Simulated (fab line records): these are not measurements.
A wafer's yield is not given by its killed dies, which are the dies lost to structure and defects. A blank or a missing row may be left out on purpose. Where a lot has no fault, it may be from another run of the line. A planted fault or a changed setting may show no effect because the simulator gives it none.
Which of the tools did it? | flow berkeley cmos170 | 14 lots, 42 wafers sampled, at 5 steps of a route of 331

## WHAT THE GAUGES READ, wafer by wafer
UCB170_PWELL_THK_MEAS_03. Usual: PWELL_OXIDE_THK typically reads 26.6 nm, with standard deviation 0.57.
lot  | measured    | on            | PWELL_OXIDE_THK (nm) | flag
L606 | day 3 03:57 | film metro-02 | 26.5 26.6 25.9       |
L605 | day 3 04:00 | film metro-03 | 26.3 26.1 26.1       |
L610 | day 4 00:24 | film metro-04 | 26.6 26.5 26.4       |
L611 | day 4 13:06 | film metro-03 | 26.9 26.3 27.0       |
L612 | day 4 13:07 | film metro-02 | 25.9 26.3 26.0       |
L613 | day 4 19:32 | film metro-03 | 25.8 26.0 26.3       |
L615 | day 5 07:34 | film metro-04 | 26.8 26.6 26.6       |
L616 | day 5 07:34 | film metro-03 | 26.1 26.3 25.9       |
L617 | day 5 07:34 | film metro-02 | 26.5 27.0 27.0       |
L623 | day 6 17:58 | film metro-04 | 27.1 27.3 27.6       |
L624 | day 7 04:19 | film metro-03 | 26.8 27.1 26.6       |
L626 | day 7 10:51 | film metro-02 | 27.5 27.0 27.1       |
L627 | day 7 10:51 | film metro-03 | 26.6 27.3 26.9       |
L628 | day 7 19:13 | film metro-04 | 27.2 27.2 27.3       |

UCB170_PFIELD_TW_MEAS_09. Usual: PFIELD_TW typically reads 596, with standard deviation 6.1.
lot  | measured    | on            | PFIELD_TW   | flag
L606 | day 5 08:12 | film metro-02 | 599 594 595 |
L605 | day 5 04:21 | film metro-02 | 595 595 597 |
L610 | day 6 00:34 | film metro-04 | 591 594 593 |
L611 | day 6 14:58 | film metro-04 | 592 590 591 |
L612 | day 6 13:59 | film metro-04 | 588 590 590 |
L613 | day 6 14:41 | film metro-02 | 596 597 597 |
L615 | day 7 02:50 | film metro-02 | 690 690 688 | OFF
L616 | day 7 02:37 | film metro-01 | 602 598 603 |
L617 | day 7 02:20 | film metro-02 | 691 694 690 | OFF
L623 | day 8 17:25 | film metro-01 | 605 602 605 |
L624 | day 9 09:05 | film metro-01 | 608 608 607 |
L626 | day 9 08:53 | film metro-04 | 590 589 588 |
L627 | day 9 07:20 | film metro-04 | 589 588 589 |
L628 | day 9 23:35 | film metro-02 | 597 595 590 |

UCB170_FIELD_THK_MEAS_90. Usual: FIELD_OXIDE_LEFT_1_THK typically reads 439 nm, with standard deviation 8.6.
lot  | measured     | on            | FIELD_OXIDE_LEFT_1_THK (nm) | flag
L606 | day 5 20:57  | film metro-02 | 432 433 418                 |
L605 | day 5 20:58  | film metro-03 | 444 443 444                 |
L610 | day 6 13:33  | film metro-04 | 450 442 441                 |
L611 | day 7 08:17  | film metro-02 | 443 447 445                 |
L612 | day 7 08:17  | film metro-04 | 447 446 452                 |
L613 | day 7 08:13  | film metro-03 | 449 452 454                 |
L615 | day 7 20:10  | film metro-03 | 436 431 436                 |
L616 | day 7 20:10  | film metro-04 | 434 433 447                 |
L617 | day 7 20:10  | film metro-02 | 430 435 434                 |
L623 | day 9 11:49  | film metro-04 | 438 431 439                 |
L624 | day 10 07:11 | film metro-04 | 428 440 442                 |
L626 | day 10 07:10 | film metro-03 | 445 442 439                 |
L627 | day 10 07:07 | film metro-04 | 433 439 437                 |
L628 | day 10 20:58 | film metro-02 | 451 451 447                 |

## TOOL THAT RAN EACH LOT (tool first, then ch and the chambers of the sampled wafers, then the start)
lot  | UCB170_PWELL_ETCH_14              | UCB170_PFIELD_IMPLANT_07
L606 | rie diel-04 ch 2,3, day 3 15:25   | implanter-04 ch 0, day 5 07:57
L605 | rie diel-02 ch 0,3, day 3 15:12   | implanter-02 ch 0, day 5 04:07
L610 | rie diel-02 ch 0,2,3, day 4 11:56 | implanter-04 ch 0, day 6 00:21
L611 | rie diel-02 ch 1,2,3, day 4 21:51 | implanter-03 ch 0, day 6 14:44
L612 | rie diel-04 ch 0,1,2, day 4 22:01 | implanter-03 ch 0, day 6 13:47
L613 | rie diel-03 ch 0,1,3, day 5 05:16 | implanter-04 ch 0, day 6 14:28
L615 | rie diel-04 ch 0,2,3, day 5 16:27 | implanter-03 ch 0, day 7 02:35
L616 | rie diel-04 ch 0,1,2, day 5 16:01 | implanter-04 ch 0, day 7 02:22
L617 | rie diel-03 ch 0,2,3, day 5 16:17 | implanter-03 ch 0, day 7 02:05
L623 | rie diel-04 ch 0,1, day 7 05:46   | implanter-04 ch 0, day 8 17:12
L624 | rie diel-04 ch 1,3, day 7 16:23   | implanter-02 ch 0, day 9 08:50
L626 | rie diel-02 ch 0,2,3, day 7 16:07 | implanter-04 ch 0, day 9 08:38
L627 | rie diel-02 ch 0,2,3, day 7 16:33 | implanter-02 ch 0, day 9 07:05
L628 | rie diel-04 ch 0,2,3, day 8 05:24 | implanter-02 ch 0, day 9 23:20
- UCB170_PWELL_ETCH_14: etches Si3N4 in CH3F/Ar/O2, stops on SiO2, target depth 242 nm, time 151 s.
- UCB170_PFIELD_IMPLANT_07

## WHAT THE TOOLS THEMSELVES READ (means of the sampled wafers that have a number; where no wafer has one, the mark that the record gives instead)
UCB170_PWELL_ETCH_14. Usual: chamber pressure mTorr 50.00 mTorr, standard deviation 0.044; drypump motor current A 5.8 A, standard deviation 0.39; oes product au 0.951 a.u., standard deviation 0.017; throttle valve pct 8.02 %, standard deviation 0.091.
lot  | tool        | chamber pressure mTorr (mTorr) | drypump motor current A (A) | oes product au (a.u.) | throttle valve pct (%) | flag
L606 | rie diel-04 | 49.97                          | 5.7                         | 0.950                 | 8.00                   |
L605 | rie diel-02 | 49.99                          | 6.1                         | 0.963                 | 8.04                   |
L610 | rie diel-02 | 49.96                          | 5.6                         | 0.958                 | 7.99                   |
L611 | rie diel-02 | 50.01                          | 5.4                         | 0.954                 | 8.04                   |
L612 | rie diel-04 | 50.04                          | 6.0                         | 0.957                 | 8.03                   |
L613 | rie diel-03 | 50.01                          | 5.8                         | 0.918                 | 7.99                   |
L615 | rie diel-04 | 50.02                          | 5.9                         | 0.954                 | 8.02                   |
L616 | rie diel-04 | 50.02                          | 6.0                         | 0.960                 | 8.04                   |
L617 | rie diel-03 | 49.98                          | 5.8                         | 0.950                 | 7.96                   |
L623 | rie diel-04 | 50.00                          | 6.0                         | 0.964                 | 8.04                   |
L624 | rie diel-04 | 50.04                          | 5.8                         | 0.952                 | 7.98                   |
L626 | rie diel-02 | 50.01                          | 5.6                         | 0.964                 | 8.00                   |
L627 | rie diel-02 | 50.03                          | 5.6                         | 0.969                 | 7.99                   |
L628 | rie diel-04 | 50.04                          | 5.9                         | 0.956                 | 8.03                   |

UCB170_PFIELD_IMPLANT_07. Usual: dose ions cm2 2.0002e+13, standard deviation 2.2e+10; faraday current uA 63.5, standard deviation 1.2.
lot  | tool         | dose ions cm2 | faraday current uA | flag
L606 | implanter-04 | 1.9977e+13    | 63.5               |
L605 | implanter-02 | 2.0027e+13    | 62.5               |
L610 | implanter-04 | 1.9973e+13    | 65.0               |
L611 | implanter-03 | 2.0010e+13    | 63.7               |
L612 | implanter-03 | 1.9989e+13    | 63.6               |
L613 | implanter-04 | 1.9996e+13    | 64.0               |
L615 | implanter-03 | 3.2029e+13    | 100.5              | OFF
L616 | implanter-04 | 2.0021e+13    | 62.4               |
L617 | implanter-03 | 3.2007e+13    | 100.3              | OFF
L623 | implanter-04 | 1.9997e+13    | 63.0               |
L624 | implanter-02 | 2.0000e+13    | 64.1               |
L626 | implanter-04 | 2.0007e+13    | 63.2               |
L627 | implanter-02 | 1.9987e+13    | 63.5               |
L628 | implanter-02 | 1.9999e+13    | 62.9               |

## THE ANSWER, worked out from the rows above alone
Rule: take the mean of a lot's wafers that have a number; if it is more than 3 standard deviations from the usual mean, the lot is off. A lot without any number at a reading at which 4 lots or more have one is off too. Where the step has rows for the other lots, those lots are counted as sound. The gauges are gone through in route order, then the tools' own readings, and for those a lot's mean is taken as printed above. At the first step where some lot is off, the reading lying furthest off is the one used; lots without a number count as furthest.
Off: L615, L617, at UCB170_PFIELD_TW_MEAS_09 (PFIELD_TW).
A tool fits if, at a process step before that reading, it ran every lot that is off, and no sound lot after the first of them. The gauges at UCB170_PFIELD_TW_MEAS_09 aren't tried: what is off there is off at UCB170_PFIELD_IMPLANT_07 too, on other tools, and a gauge's error can't cause that. One fits: implanter-03 at UCB170_PFIELD_IMPLANT_07. A fault onset in the window from L611 (day 6 14:44, its last sound lot) to L617 (day 7 02:05, its first lot off) fits.
The tool's own readings at UCB170_PFIELD_IMPLANT_07 bear it out: on the lots that are off they differ by more than 5 times the standard deviation of the sound lots' means. dose ions cm2 reads 3.2018e+13 there against 1.9999e+13 on the sound lots; faraday current uA reads 100.4 there against 63.5 on the sound lots.

## WHAT THE SIMULATOR PUT IN
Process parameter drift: implanter-03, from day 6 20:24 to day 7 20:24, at UCB170_PFIELD_IMPLANT_07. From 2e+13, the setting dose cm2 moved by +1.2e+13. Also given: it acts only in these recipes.
Lots struck among those shown: L615, L617. The rule above reached the same finding.
